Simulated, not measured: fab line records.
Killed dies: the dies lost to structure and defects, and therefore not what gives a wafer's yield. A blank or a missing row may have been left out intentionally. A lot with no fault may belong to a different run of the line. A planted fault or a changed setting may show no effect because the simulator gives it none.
fab line records | flow ritCmos
record lots=6 wafers=18 lastDay=7
route steps=202 shown FOX2@24 NWELL@28 PWELL@39 WELLDRIVE@50 M1@202
lots that met no fault: taken from a fault-free run of the same line
startH: hours from the record's first day to the start of the lot's first wafer shown | waitH: time in hours since the lot's previous step | " identical to the entry in the row above | L1.1+2: one row covering several wafers at once | - no value, or no start was given | * or withheld: withheld | < > ~ a bound
route shown NAME@n: a module of which the file shows steps, and the number in the route of the first | usual: mean/standard deviation of fault-free wafers | same: alike in all rows | chamber/n: place in a boat | sites: readings site by site | _std_site: the standard deviation of these | _edge_site: mean of outer sites minus mean of inner sites | radiusMm: for every site, how far away it sits from the centre of the wafer | mask NAME#n: copy n | behind: the tool/chamber that last shaped the wafer | hold: reason for holding the lot/hours on hold/outcome of the hold | device: names the non-switching transistor (n, p or np) | end of line: tests of these same wafers at the route's end | a step with no rows: only its recipe | killed: at the first sort, the dies lost to defects and structure; wafer yield is something else | map: dies across one wafer; x = killed, . = not, _ = none there
set.NAME: the setting that was run; set.NAME@STEP: the one run at that earlier step | model.NAME: the simulator's own value behind a step, which no gauge read
lots at selected steps of the route; one table per step, one row per wafer
services: a tool's chamber out of use, with start hour (startH, from the record's first day; less than 0 if before it), hours out, and reason
## steps
# step RIT_FOX2_THK_MEAS_01
# recipe reads=SiO2_of_FOX2_OXIDATION_00
# usual FOX2_OXIDE_THK=352/5.5
# columns lot.wafer tool chamber startH waitH FOX2_OXIDE_THK[nm]
L860.2 filmMetro-01 - 46.73 0.0 352
L860.3 " - " " 340
L860.5 " - " " 348
L868.1 filmMetro-02 - 89.41 0.0 348
L868.4 " - " " 353
L868.6 " - " " 342
L873.1 filmMetro-04 - 112.01 0.0 350
L873.5 " - " " 355
L873.6 " - " " 349
L874.3 filmMetro-04 - 116.88 0.0 355
L874.5 " - " " 357
L874.6 " - " " 350
L876.2 filmMetro-04 - 126.11 0.0 357
L876.3 " - " " 357
L876.5 " - " " 355
L878.1 filmMetro-01 - 138.61 0.0 355
L878.5 " - " " 353
L878.6 " - " " 352
# step RIT_FOX2_CLEAN_02
# recipe chemistry=dHF dilution=50:1 timeS=180
# step RIT_FOX2_WET_ETCH_03
# recipe chemistry=H3PO4 target=Si3N4 targetDepthNm=195 tempC=165 timeS=2700
# step RIT_FOX2_THK_MEAS_90
# recipe reads=SiO2_of_FOX2_OXIDATION_00
# usual FIELD_OXIDE_LEFT_1_THK=325/5.6
# columns lot.wafer tool chamber startH waitH FIELD_OXIDE_LEFT_1_THK[nm]
L860.2 filmMetro-02 - 47.61 0.0 325
L860.3 " - " " 313
L860.5 " - " " 320
L868.1 filmMetro-02 - 90.29 0.0 320
L868.4 " - " " 325
L868.6 " - " " 314
L873.1 filmMetro-04 - 112.88 0.0 323
L873.5 " - " " 328
L873.6 " - " " 321
L874.3 filmMetro-04 - 117.76 0.0 327
L874.5 " - " " 328
L874.6 " - " " 323
L876.2 filmMetro-04 - 127.05 0.0 330
L876.3 " - " " 329
L876.5 " - " " 328
L878.1 filmMetro-01 - 139.54 0.0 328
L878.5 " - " " 325
L878.6 " - " " 325
# step RIT_NWELL_HMDS_00
# recipe primeTimeS=60 primeTempC=140
# step RIT_NWELL_COAT_01
# recipe resist=NOVOLAK spinRpm=2000 resistThkNm=1300
# step RIT_NWELL_SOFTBAKE_02
# recipe resist=NOVOLAK tempC=90 timeS=60
# step RIT_NWELL_EXPOSE_03
# recipe maskId=M2 na=0.57 targetCdNm=43900 doseMj=250
# step RIT_NWELL_PEB_04
# recipe resist=NOVOLAK tempC=withheld timeS=withheld
# step RIT_NWELL_DEVELOP_05
# recipe resist=NOVOLAK developTimeS=68 devTempC=23
# step RIT_NWELL_OVL_MEAS_06
# usual NWELL_OVL=0.6/1.5
# columns lot.wafer tool chamber startH waitH NWELL_OVL[nm]
L860.2 overlay-01 - 48.55 - 1.6
L860.3 " - " " 0.2
L860.5 " - " " 3.4
L868.1 overlay-02 - 91.23 - -1.1
L868.4 " - " " 1.6
L868.6 " - " " -1.0
L873.1 overlay-01 - 113.82 - 1.1
L873.5 " - " " -0.6
L873.6 " - " " -0.3
L874.3 overlay-02 - 118.69 - 0.7
L874.5 " - " " 1.4
L874.6 " - " " 1.8
L876.2 overlay-02 - 128.31 - 1.8
L876.3 " - " " 2.3
L876.5 " - " " 2.2
L878.1 overlay-01 - 140.48 - 0.9
L878.5 " - " " 0.7
L878.6 " - " " 0.0
# step RIT_NWELL_HARDBAKE_07
# recipe resist=NOVOLAK tempC=140 timeS=120
# step RIT_NWELL_IMPLANT_08
# recipe species=P energyKev=170 doseCm2=5e+13 tiltDeg=7
# usual beamEnergyKeV=170.01/0.044 doseIonsCm2=5e+13/4.9e+10 tiltDeg=7.002/0.02
# columns lot.wafer tool chamber startH waitH beamEnergyKeV doseIonsCm2 tiltDeg model.implant.rpNm model.implant.drpNm
L860.2 implanter-01 0 48.85 0.2 169.97 4.998e+13 7.016 213.2 68.82
L860.3 " 0 " " 169.97 4.996e+13 7.009 213.2 68.82
L860.5 " 0 " " 170.00 4.991e+13 6.992 213.2 68.82
L868.1 implanter-01 0 91.52 0.2 170.00 5.004e+13 7.004 210 68.82
L868.4 " 0 " " 169.92 5.001e+13 7.009 210 68.82
L868.6 " 0 " " 169.97 4.998e+13 6.994 210 68.82
L873.1 implanter-01 0 114.11 0.2 214.23 5.005e+13 7.033 258.9 81.3
L873.5 " 0 " " 214.18 5.005e+13 6.990 258.9 81.3
L873.6 " 0 " " 214.23 5.004e+13 7.034 258.9 81.3
L874.3 implanter-01 0 119.02 0.2 214.14 4.999e+13 6.991 273.6 81.3
L874.5 " 0 " " 214.17 4.997e+13 7.001 273.6 81.3
L874.6 " 0 " " 214.14 4.994e+13 7.013 273.6 81.3
L876.2 implanter-02 0 128.73 0.2 169.97 4.998e+13 7.016 217.2 68.82
L876.3 " 0 " " 170.04 5.004e+13 6.994 217.2 68.82
L876.5 " 0 " " 170.01 5.009e+13 7.012 217.2 68.82
L878.1 implanter-02 0 140.77 0.2 170.00 5.007e+13 6.994 215.2 68.82
L878.5 " 0 " " 169.92 5.003e+13 6.997 215.2 68.82
L878.6 " 0 " " 169.98 4.994e+13 6.998 215.2 68.82
# step RIT_NWELL_STRIP_09
# recipe chemistry=O2 timeS=180 resist=NOVOLAK platenTempC=withheld powerW=500 pressureMtorr=4000 o2FlowSccm=4000
# usual drypumpMotorCurrentA=5.8/0.37
# columns lot.wafer tool chamber startH waitH drypumpMotorCurrentA rfHoursCounterH
L860.2 plasmaAsher-03 1 48.98 0.1 5.2 36
L860.3 " 1 " " 5.2 -
L860.5 " 0 " " 5.8 -
L868.1 plasmaAsher-03 1 91.67 0.1 5.2 40
L868.4 " 0 " " 5.8 -
L868.6 " 1 " " 5.2 -
L873.1 plasmaAsher-02 1 114.26 0.1 5.7 33
L873.5 " 0 " " 6.2 -
L873.6 " 1 " " 5.7 -
L874.3 plasmaAsher-03 0 119.17 0.1 5.8 -
L874.5 " 0 " " 5.9 -
L874.6 " 1 " " 5.2 -
L876.2 plasmaAsher-03 1 128.86 0.1 5.2 45
L876.3 " 1 " " 5.2 -
L876.5 " 1 " " 5.2 -
L878.1 plasmaAsher-02 1 140.92 0.1 5.7 36
L878.5 " 1 " " 5.7 -
L878.6 " 0 " " 6.2 -
# step RIT_NWELL_TW_MEAS_10
# usual NWELL_TW=2154/14
# columns lot.wafer tool chamber startH waitH NWELL_TW
L860.2 filmMetro-01 - 49.20 0.2 2180
L860.3 " - " " 2182
L860.5 " - " " 2170
L868.1 filmMetro-01 - 91.84 0.1 2162
L868.4 " - " " 2167
L868.6 " - " " 2154
L873.1 filmMetro-01 - 114.44 0.1 2258
L873.5 " - " " 2259
L873.6 " - " " 2248
L874.3 filmMetro-02 - 119.31 0.1 2244
L874.5 " - " " 2229
L874.6 " - " " 2235
L876.2 filmMetro-01 - 129.04 0.1 2153
L876.3 " - " " 2161
L876.5 " - " " 2151
L878.1 filmMetro-02 - 141.09 0.1 2150
L878.5 " - " " 2155
L878.6 " - " " 2157
# step RIT_PWELL_HMDS_00
# recipe primeTimeS=60 primeTempC=140
# step RIT_PWELL_COAT_01
# recipe resist=NOVOLAK spinRpm=2000 resistThkNm=1300
# step RIT_PWELL_SOFTBAKE_02
# recipe resist=NOVOLAK tempC=90 timeS=60
# step RIT_PWELL_EXPOSE_03
# recipe maskId=M3 na=0.57 targetCdNm=43700 doseMj=250
# step RIT_PWELL_PEB_04
# recipe resist=NOVOLAK tempC=withheld timeS=withheld
# step RIT_PWELL_DEVELOP_05
# recipe resist=NOVOLAK developTimeS=68 devTempC=23
# step RIT_PWELL_OVL_MEAS_06
# usual PWELL_OVL=-0.5/1.3
# columns lot.wafer tool chamber startH waitH PWELL_OVL[nm]
L860.2 overlay-02 - 50.13 - -0.7
L860.3 " - " " -1.6
L860.5 " - " " -0.5
L868.1 overlay-01 - 93.01 - -0.2
L868.4 " - " " -0.9
L868.6 " - " " -1.6
L873.1 overlay-01 - 115.38 - -1.0
L873.5 " - " " 0.8
L873.6 " - " " -0.2
L874.3 overlay-02 - 120.43 - 0.1
L874.5 " - " " 1.1
L874.6 " - " " 1.1
L876.2 overlay-01 - 129.98 - -0.5
L876.3 " - " " 0.8
L876.5 " - " " 0.2
L878.1 overlay-01 - 142.17 - -2.5
L878.5 " - " " -4.0
L878.6 " - " " -1.4
# step RIT_PWELL_HARDBAKE_07
# recipe resist=NOVOLAK tempC=140 timeS=120
# step RIT_PWELL_IMPLANT_08
# recipe species=B energyKev=170 doseCm2=7e+13 tiltDeg=7
# step RIT_PWELL_STRIP_09
# recipe chemistry=O2 timeS=180 resist=NOVOLAK platenTempC=withheld powerW=500 pressureMtorr=4000 o2FlowSccm=4000
# usual drypumpMotorCurrentA=5.8/0.37
# columns lot.wafer tool chamber startH waitH drypumpMotorCurrentA rfHoursCounterH
L860.2 plasmaAsher-02 1 50.56 0.1 5.7 26
L860.3 " 1 " " 5.7 -
L860.5 " 1 " " 5.7 -
L868.1 plasmaAsher-03 0 93.44 0.1 5.8 40
L868.4 " 0 " " 5.9 -
L868.6 " 0 " " 5.8 -
L873.1 plasmaAsher-02 1 115.81 0.1 5.7 33
L873.5 " 1 " " 5.7 -
L873.6 " 0 " " 6.2 -
L874.3 plasmaAsher-01 0 120.91 0.1 5.2 -
L874.5 " 0 " " 5.2 -
L874.6 " 1 " " 6.1 -
L876.2 plasmaAsher-02 1 130.41 0.1 5.7 35
L876.3 " 1 " " 5.7 -
L876.5 " 0 " " 6.2 -
L878.1 plasmaAsher-02 1 142.61 0.1 5.7 36
L878.5 " 1 " " 5.7 -
L878.6 " 0 " " 6.2 -
# step RIT_PWELL_TW_MEAS_10
# usual PWELL_TW=955/6.2
# columns lot.wafer tool chamber startH waitH PWELL_TW
L860.2 filmMetro-03 - 50.75 0.1 959
L860.3 " - " " 960
L860.5 " - " " 960
L868.1 filmMetro-02 - 93.62 0.1 956
L868.4 " - " " 952
L868.6 " - " " 955
L873.1 filmMetro-03 - 115.99 0.1 951
L873.5 " - " " 949
L873.6 " - " " 951
L874.3 filmMetro-01 - 121.05 0.1 961
L874.5 " - " " 956
L874.6 " - " " 956
L876.2 filmMetro-01 - 130.59 0.1 956
L876.3 " - " " 956
L876.5 " - " " 948
L878.1 filmMetro-02 - 142.79 0.1 956
L878.5 " - " " 953
L878.6 " - " " 950
# step RIT_WELLDRIVE_ANNEAL_00
# recipe tempC=1100 timeS=14700 ambient=N2
# step RIT_WELLDRIVE_RS_MEAS_01
# recipe thkMeasGauge=four-point-probe
# usual NWELL_RS=275.7/0.85
# columns lot.wafer tool chamber startH waitH NWELL_RS[ohm/sq]
L860.2 filmMetro-03 - 59.03 0.0 274.6
L860.3 " - " " 274.8
L860.5 " - " " 274.8
L868.1 filmMetro-02 - 99.58 0.0 274.5
L868.4 " - " " 275.5
L868.6 " - " " 274.7
L873.1 filmMetro-03 - 122.14 0.0 272.4
L873.5 " - " " 272.4
L873.6 " - " " 272.7
L874.3 filmMetro-02 - 127.26 0.0 272.7
L874.5 " - " " 272.2
L874.6 " - " " 271.7
L876.2 filmMetro-01 - 135.75 0.0 275.1
L876.3 " - " " 274.9
L876.5 " - " " 274.2
L878.1 filmMetro-03 - 147.93 0.0 275.3
L878.5 " - " " 274.4
L878.6 " - " " 274.6
# step RIT_WELLDRIVE_RS_MEAS_02
# recipe thkMeasGauge=four-point-probe
# usual PWELL_RS=429.9/1.3
# columns lot.wafer tool chamber startH waitH PWELL_RS[ohm/sq]
L860.2 filmMetro-03 - 59.15 0.1 429.6
L860.3 " - " " 430.4
L860.5 " - " " 430.6
L868.1 filmMetro-02 - 99.70 0.1 431.1
L868.4 " - " " 429.9
L868.6 " - " " 429.7
L873.1 filmMetro-03 - 122.26 0.1 430.1
L873.5 " - " " 430.0
L873.6 " - " " 430.4
L874.3 filmMetro-02 - 127.38 0.1 427.7
L874.5 " - " " 429.3
L874.6 " - " " 428.6
L876.2 filmMetro-01 - 135.87 0.1 430.2
L876.3 " - " " 430.9
L876.5 " - " " 431.1
L878.1 filmMetro-03 - 148.05 0.1 430.2
L878.5 " - " " 428.8
L878.6 " - " " 429.1
# step RIT_M1_PROBE_99
# usual killedAtContacts=0.0/0.22 killedAtFrontEnd=6.5/2.8 killedDies=6.5/2.8 killedOpen=3.2/1.8 killedShort=3.3/2
# same grossDies=264 killed_at_M0_to_M3=0 killed_at_M4_up=0 killedAtBackSide=0 killedAtOther=0
# columns lot.wafer tool chamber startH waitH killedAtContacts killedAtFrontEnd killedDies killedOpen killedShort model.etest.fieldPMetal.vtV model.etest.nwellPinched.rsOhmSq model.etest.fieldP.vtV model.etest.wellEdgeRight.lineOhmUm model.etest.wellEdgeLeft.lineOhmUm model.etest.isoNwellNwell.bvV model.etest.isoPplusPwell.lateralLog10AUm model.etest.isoNwellNwell.lateralLog10AUm
L860.2 prober-02 - 91.62 0.1 0 6 6 3 3 -28.75 335.7 -12.57 183 184.1 22.21 -9.282 -7.345
L860.3 prober-02 - 91.67 0.2 0 8 8 2 6 -29.37 338.2 -12.63 182.6 182.7 22.29 -9.294 -7.408
L860.5 prober-02 - 91.77 0.2 0 6 6 2 4 -29.54 334 -12.58 180.3 179.6 22.28 -9.223 -7.374
L868.1 prober-02 - 131.06 0.1 0 8 8 5 3 -29 339.1 -12.46 182.3 182.7 21.91 -9.287 -7.336
L868.4 prober-02 - 131.21 0.2 0 10 10 6 4 -28.58 337.8 -12.45 177.4 182.2 21.77 -9.225 -7.322
L868.6 prober-02 - 131.31 0.2 0 3 3 1 2 -29.38 338.4 -12.45 180.1 182.4 22.1 -9.242 -7.376
L873.1 prober-01 - 153.09 0.1 0 9 9 6 3 -38.53 333.3 -16.99 177.8 176.4 20.91 -9.429 -7.323
L873.5 prober-01 - 153.29 0.2 0 9 9 1 8 -38.2 334 -16.87 179.3 180.1 21.07 -9.394 -7.296
L873.6 prober-01 - 153.34 0.2 1 6 7 6 1 -39.4 327.8 -17.12 180.2 180.6 20.49 -9.348 -7.136
L874.3 prober-02 - 158.83 0.2 0 6 6 3 3 -42.25 324.8 -18.47 180.2 179.5 20.37 -9.427 -7.234
L874.5 prober-02 - 158.93 0.2 0 8 8 4 4 -42.09 325.9 -18.54 178.2 180.9 19.88 -9.451 -7.166
L874.6 prober-02 - 158.98 0.2 0 8 8 4 4 -42.6 325.4 -18.65 178.8 177.5 19.97 -9.502 -7.14
L876.2 prober-02 - 165.66 0.1 0 8 8 3 5 -28.88 338 -12.89 181.5 182.7 21.98 -9.232 -7.371
L876.3 prober-02 - 165.71 0.2 0 2 2 2 0 -29.05 340.4 -12.85 180.5 181.7 22.41 -9.261 -7.355
L876.5 prober-02 - 165.81 0.2 0 9 9 5 4 -29.47 334.1 -12.97 182.2 180.1 22.21 -9.253 -7.32
L878.1 prober-02 - 177.53 0.1 0 3 3 1 2 -28.98 335.1 -12.79 178.6 182.5 22.09 -9.269 -7.314
L878.5 prober-02 - 177.73 0.2 0 3 3 2 1 -29.26 335.1 -12.79 182.6 179.9 22.21 -9.298 -7.322
L878.6 prober-02 - 177.78 0.2 0 11 11 8 3 -29.89 329.7 -12.75 181.1 182 21.89 -9.273 -7.336
# killed by level:class
L860.2 FOX2:geometricParticle:open=2 GATE:geometricParticle:short=2 FOX2:geometricParticle:short=1 SILICIDE:geometricParticle:open=1
L860.3 FOX2:geometricParticle:short=2 GATE:geometricParticle:short=2 SPACER:geometricParticle:short=2 FOX1:geometricParticle:open=1 SPACER:geometricParticle:open=1
L860.5 FOX1:geometricParticle:short=2 FOX2:geometricParticle:short=1 FOX2:geometricParticle:open=1 GATE:geometricParticle:open=1 SPACER:geometricParticle:short=1
L868.1 GATE:geometricParticle:open=2 FOX1:geometricParticle:open=1 FOX2:geometricParticle:open=1 GATE:geometricParticle:short=1 SPACER:geometricParticle:short=1 SILICIDE:geometricParticle:short=1 SILICIDE:geometricParticle:open=1
L868.4 GATE:geometricParticle:open=4 FOX1:geometricParticle:open=2 GATE:geometricParticle:short=2 FOX1:geometricParticle:short=1 SPACER:geometricParticle:short=1
L868.6 GATE:geometricParticle:short=1 GATE:geometricParticle:open=1 SPACER:geometricParticle:short=1
L873.1 FOX1:geometricParticle:open=2 FOX2:geometricParticle:open=2 GATE:geometricParticle:open=1 GATE:geometricParticle:short=1 REOX:geometricParticle:short=1 SPACER:geometricParticle:short=1 SILICIDE:geometricParticle:open=1
L873.5 FOX1:geometricParticle:short=4 GATE:geometricParticle:short=2 FOX2:geometricParticle:short=1 REOX:geometricParticle:open=1 SPACER:geometricParticle:short=1
L873.6 GATE:geometricParticle:open=3 FOX1:geometricParticle:open=1 FOX2:geometricParticle:short=1 REOX:geometricParticle:open=1 CONTACT:geometricParticle:open=1
L874.3 GATE:geometricParticle:open=2 FOX1:geometricParticle:short=1 FOX1:geometricParticle:open=1 GATE:geometricParticle:short=1 SILICIDE:geometricParticle:short=1
L874.5 GATE:geometricParticle:short=3 GATE:geometricParticle:open=3 FOX1:geometricParticle:short=1 REOX:geometricParticle:open=1
L874.6 GATE:geometricParticle:short=2 GATE:geometricParticle:open=2 FOX1:geometricParticle:short=1 REOX:geometricParticle:open=1 SPACER:geometricParticle:short=1 SILICIDE:geometricParticle:open=1
L876.2 FOX1:geometricParticle:short=2 GATE:geometricParticle:open=2 FOX2:geometricParticle:short=1 GATE:geometricParticle:short=1 SILICIDE:geometricParticle:open=1 SILICIDE:geometricParticle:short=1
L876.3 FOX2:geometricParticle:open=1 GATE:geometricParticle:open=1
L876.5 GATE:geometricParticle:open=4 FOX2:geometricParticle:short=2 FOX1:geometricParticle:short=1 GATE:geometricParticle:short=1 SILICIDE:geometricParticle:open=1
L878.1 GATE:geometricParticle:open=1 GATE:geometricParticle:short=1 SPACER:geometricParticle:short=1
L878.5 GATE:geometricParticle:open=1 GATE:geometricParticle:short=1 SILICIDE:geometricParticle:open=1
L878.6 SPACER:geometricParticle:open=4 GATE:geometricParticle:short=2 GATE:geometricParticle:open=2 FOX1:geometricParticle:open=1 SILICIDE:geometricParticle:short=1 SILICIDE:geometricParticle:open=1
## services
# columns tool chamber startH hours kind
implanter-02 - 36.59 2.3 repair
plasmaAsher-02 - 38.91 2.8 pm
implanter-02 - 55.93 1.3 repair
plasmaAsher-01 - 75.98 2.8 pm
implanter-01 - 78.59 2.9 repair
plasmaAsher-03 - 102.96 1.5 repair
plasmaAsher-01 - 108.75 9.0 pm
plasmaAsher-01 0 108.75 9.0 ventCycle
plasmaAsher-01 1 108.75 9.0 ventCycle
plasmaAsher-01 0 117.75 - clean
plasmaAsher-01 1 117.75 - clean
plasmaAsher-02 - 119.58 1.3 repair
plasmaAsher-01 - 123.57 7.8 repair
## key
firstSign step=RIT_NWELL_IMPLANT_08 reading=beamEnergyKeV direction=up sigmas=99+ usual=170.01 struck=214.18
effect step=RIT_NWELL_TW_MEAS_10 reading=NWELL_TW direction=up sigmas=6.7 usual=2154 struck=2245
effect step=RIT_WELLDRIVE_RS_MEAS_01 reading=NWELL_RS direction=down sigmas=4 usual=275.7 struck=272.4
modelEffect step=RIT_NWELL_IMPLANT_08 value=implant.rpNm without=210.1 struck=266.3
modelEffect step=RIT_M1_PROBE_99 value=etest.fieldPMetal.vtV without=-28.94 struck=-40.51
metAt RIT_NWELL_IMPLANT_08
struckWafers L873.1,L873.5,L873.6,L874.3,L874.5,L874.6
testerLeftOut L873,L874
onsetBetween 91.52 114.11
fault kind=processParameterDrift tool=implanter-01 chamber=- onsetH=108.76 steps=RIT_NWELL_IMPLANT_08 channel=energyKev offset=44.2 shape=step endH=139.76 actsIn=theseRecipesOnly stated=170
# testerLeftOut: of these lots the tester's yield and bins aren't shown, on N5 and GAA mostly nor the transistor test; their killed dies are dies lost to structure and defects alone, not to doping, threshold or leakage, so they don't give the yield
